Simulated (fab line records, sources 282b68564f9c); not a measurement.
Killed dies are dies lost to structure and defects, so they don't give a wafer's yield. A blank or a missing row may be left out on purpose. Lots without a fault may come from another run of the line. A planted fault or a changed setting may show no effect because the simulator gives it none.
Which tool did it? | flow rit_cmos | 14 lots, 42 wafers sampled, at 1 step of a route of 202

WHAT THE GAUGES READ, wafer by wafer
The record holds no reading of a measuring or inspecting step that can be judged against a usual standard deviation.

WHICH TOOL RAN EACH LOT (tool, then ch and the chambers of the sampled wafers, then the start)
lot  | RIT_NRETRO_EXPOSE_03
L894 | iline_stepper-01 ch 0, day 2 13:57
L895 | iline_stepper-02 ch 0, day 2 15:55
L896 | iline_stepper-02 ch 0, day 2 22:23
L899 | iline_stepper-01, day 3 13:07
L900 | iline_stepper-01, day 3 18:05
L906 | iline_stepper-02 ch 0, day 5 01:27
L907 | iline_stepper-02 ch 0, day 5 06:03
L908 | iline_stepper-02 ch 0, day 5 11:09
L909 | iline_stepper-01 ch 0, day 5 15:28
L910 | iline_stepper-01 ch 0, day 5 22:58
L911 | iline_stepper-02 ch 0, day 6 03:29
L912 | iline_stepper-01 ch 0, day 6 06:20
L914 | iline_stepper-01 ch 0, day 6 18:58
L916 | iline_stepper-02 ch 0, day 7 02:02
- RIT_NRETRO_EXPOSE_03: exposes mask M4, target cd 43900 nm.

WHAT THE TOOLS THEMSELVES READ (means of the sampled wafers that have a number; where no wafer has one, the mark that the record gives instead)
RIT_NRETRO_EXPOSE_03.
lot  | tool             | exposure_dose_mJ_cm2 | focus_offset_nm (nm)
L894 | iline_stepper-01 | 249.81               | -0.5
L895 | iline_stepper-02 | 250.09               | 0.0
L896 | iline_stepper-02 | 250.04               | 0.3
L899 | iline_stepper-01 | -                    | -
L900 | iline_stepper-01 | -                    | -
L906 | iline_stepper-02 | 249.91               | 0.4
L907 | iline_stepper-02 | 249.93               | 0.6
L908 | iline_stepper-02 | 250.18               | 0.1
L909 | iline_stepper-01 | 250.05               | -0.7
L910 | iline_stepper-01 | 250.12               | -0.2
L911 | iline_stepper-02 | 250.15               | 0.4
L912 | iline_stepper-01 | 250.02               | 0.3
L914 | iline_stepper-01 | 249.66               | -0.3
L916 | iline_stepper-02 | 249.82               | 0.5

THE ANSWER, worked out from the rows above alone
Rule: what is usual is taken from the lots themselves. Put in order of their means at a reading, lots are off if they are a third of the lots or fewer, leave a main group of 4 or more, and stand apart from it by a gap of 3 or more times the standard deviation of the main group's means; of several such gaps the widest counts. A main group whose means are all the same, to the digits that the tables above print for the reading, isn't used. A lot without any number at a reading at which 4 lots or more have one is off too. The other lots that the step has rows for count as sound. The gauges are gone through in route order, then the tools' own readings, and for those a lot's mean is taken as printed above. The first step at which some lot is off is used, and at that step the reading that is off furthest; a lot without a number counts as furthest.
Off: L899, L900, at RIT_NRETRO_EXPOSE_03 (exposure_dose_mJ_cm2). Without a number there: L899, L900. The main group: mean 249.98, standard deviation 0.15.
A tool fits if, at that step or a process step before it, it ran every lot that is off, and no sound lot after the first of them. None of those tried fits.

WHAT THE SIMULATOR HAD PUT IN
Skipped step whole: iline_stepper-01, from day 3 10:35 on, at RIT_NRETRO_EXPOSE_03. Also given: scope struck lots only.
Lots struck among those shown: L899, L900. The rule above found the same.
